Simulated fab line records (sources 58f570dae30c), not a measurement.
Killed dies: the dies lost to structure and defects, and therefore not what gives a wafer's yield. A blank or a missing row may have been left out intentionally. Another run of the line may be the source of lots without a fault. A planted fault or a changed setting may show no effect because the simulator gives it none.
Chamber matching	flow berkeley_cmos170	cmp-01 running UCB170_V1_CMP_02: 4 sister chambers
The step polishes SiO2. 16 wafers are shown with their chamber, then 7 later ones without.

EACH WAFER AND ITS CHAMBER
wafer	chamber	motor_current_A (A)	retaining_ring_pressure_frac	platen_rpm (rpm)
L350.1	0	16.4	1.002	60.04
L350.2	3	14.6	1.000	60.01
L350.3	2	15.0	1.015	59.96
L352.1	2	15.6	1.005	59.96
L352.3	1	15.0	0.996	59.93
L352.6	1	14.6	0.993	59.94
L355.1	0	16.7	1.005	59.95
L355.5	2	15.8	1.000	59.97
L356.1	0	16.0	1.002	59.95
L356.4	2	15.4	0.992	60.03
L356.6	3	13.9	1.003	59.91
L359.3	1	16.0	0.990	59.99
L359.5	3	14.0	1.007	60.02
L359.6	0	16.1	1.007	59.99
L363.4	0	15.8	1.001	60.04
L363.5	3	13.4	1.002	60.06

SIGNATURES (means of the wafers above)
reading	chamber 0	chamber 1	chamber 2	chamber 3	scatter within a chamber
motor_current_A	16.200	15.200	15.450	13.975	0.467
retaining_ring_pressure_frac	1.00340	0.99300	1.00300	1.00300	0.00538
platen_rpm	59.9940	59.9533	59.9800	60.0000	0.0464
Rule: for each reading, subtract the chamber's mean from the wafer's reading, divide by that reading's scatter and square the result; add these up over the readings and take the root, which gives the wafer's distance from the chamber. If the next closest chamber is less than 2 further off than the closest, the wafer can't be placed; otherwise it belongs to the closest. How the scatter is found: for the shown wafers, subtract from each reading the mean of its chamber, square and add these, divide the total by (wafers less chambers), then take the root.

WAFERS WITHOUT THEIR CHAMBER
wafer	motor_current_A (A)	retaining_ring_pressure_frac	platen_rpm (rpm)
L363.6	15.1	1.003	59.97
L370.2	15.8	1.003	59.99
L370.3	14.9	0.996	59.94
L370.6	15.4	1.001	60.03
L369.2	16.2	0.997	59.97
L369.4	15.4	1.003	60.03
L369.5	13.9	1.002	60.00

CHAMBER TAKEN BY EACH
wafer	from the rows above	in truth
L363.6	can't be placed: 2 or 1 or 0 or 3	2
L370.2	can't be placed: 2 or 0 or 1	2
L370.3	can't be placed: 1 or 2 or 3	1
L370.6	can't be placed: 2 or 0 or 1 or 3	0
L369.2	can't be placed: 0 or 2 or 1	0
L369.4	can't be placed: 2 or 0 or 1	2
L369.5	3	3
Correct placement for 1 of the 7. These rows do not allow placing 6 (true chamber among the candidates in 6). Number placed wrongly: 0.
